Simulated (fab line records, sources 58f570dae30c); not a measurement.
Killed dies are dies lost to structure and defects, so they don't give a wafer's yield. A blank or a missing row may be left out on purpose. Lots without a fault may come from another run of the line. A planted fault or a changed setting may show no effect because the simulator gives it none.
One fault seen from 2 desks | flow berkeley_cmos170 | each desk has only its own numbers; what lay behind them comes last

THE METROLOGY DESK
What the gauges read, lot by lot, whatever tool the lot ran on: means of the sampled wafers that have a number. A lot is out of limits, marked OUT, if its mean lies more than 4 standard deviations from the usual mean; the brackets give that distance.
Columns: A = SCREENOX_OXIDE_THK at UCB170_SCREENOX_THK_MEAS_02, usual 14.4 nm; B = NLDD_OVL at UCB170_NLDD_OVL_MEAS_07, usual -2 nm; C = SPACER_TEOS_THK at UCB170_SPACER_THK_MEAS_01, usual 375 nm; D = cd_nm at UCB170_NSD_CD_MEAS_06, usual 1199.9 nm
lot  | first seen here | A    | B  | C              | D
L755 | day 5 16:31     | 14.4 | 3  | 384            | 1200.6
L754 | day 5 16:32     | 14.2 | -2 | 376            | 1198.3
L757 | day 6 02:47     | 14.4 | -8 | 372            | 1202.2
L756 | day 6 02:47     | 14.3 | -0 | 367            | 1199.5
L759 | day 6 19:33     | 14.9 | 3  | 379            | 1201.3
L762 | day 7 08:15     | 14.6 | -5 | 381            | 1198.9
L763 | day 7 08:15     | 14.4 | -5 | 369            | 1198.4
L765 | day 8 15:40     | 14.4 | -7 | 414 (+7.4) OUT | 1199.1
L764 | day 8 15:43     | 14.8 | 1  | 369            | 1199.0
L768 | day 9 11:02     | 13.9 | -1 | 406 (+5.8) OUT | 1199.8
L772 | day 9 20:21     | 14.7 | 1  | 377            | 1200.0
L773 | day 10 11:39    | 13.8 | -4 | 373            | 1199.0
L775 | day 11 01:57    | 14.1 | -5 | 373            | 1199.9
L776 | day 11 01:59    | 14.3 | -6 | 380            | 1201.3
This desk's finding: out of limits on L765, L768; first on L765, day 10 04:16 (SPACER_TEOS_THK at UCB170_SPACER_THK_MEAS_01). In limits: L755, L754, L757, L756, L759, L762, L763, L764, L772, L773, L775, L776.

THE TOOL OWNER'S DESK: pecvd-01
The tool's own readings at UCB170_SPACER_CVD_00 (deposits SiO2 from TEOS/O2, target thk 376 nm, time 47 s): means of the sampled wafers that have a number, for each lot that ran on this tool. A lot is out of limits, marked OUT, if its mean lies more than 4 standard deviations from the usual mean; the brackets give that distance.
Columns: A = heater_power_w at UCB170_SPACER_CVD_00, usual 277 W; B = run_length_s at UCB170_SPACER_CVD_00, usual 75.3 s
lot  | first seen here | A   | B
L755 | day 7 03:08     | 318 | 75.4
L759 | day 8 04:04     | 284 | 75.0
L762 | day 8 11:53     | 280 | 74.9
L765 | day 10 04:13    | 284 | 78.9 (+6.4) OUT
L768 | day 10 16:53    | 278 | 78.9 (+6.4) OUT
This desk's finding: out of limits on L765, L768; first on L765, day 10 04:13 (run_length_s at UCB170_SPACER_CVD_00). In limits: L755, L759, L762.

PUT TOGETHER
The tool owner's desk could have raised an alarm at day 10 04:13, on L765, L768.
The metrology desk could have raised an alarm at day 10 04:16, on L765, L768.
Of the lots named, all ran UCB170_SPACER_CVD_00 on pecvd-01.

WHAT THE SIMULATOR HAD PUT IN
Process parameter drift: pecvd-01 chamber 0, from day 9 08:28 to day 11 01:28, at UCB170_SPACER_CVD_00. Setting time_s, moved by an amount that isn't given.
Lots struck among those shown: L765, L768.
Hours from the fault's start to each desk's first reading out of limits: the tool owner's desk, 20; the metrology desk, 20.
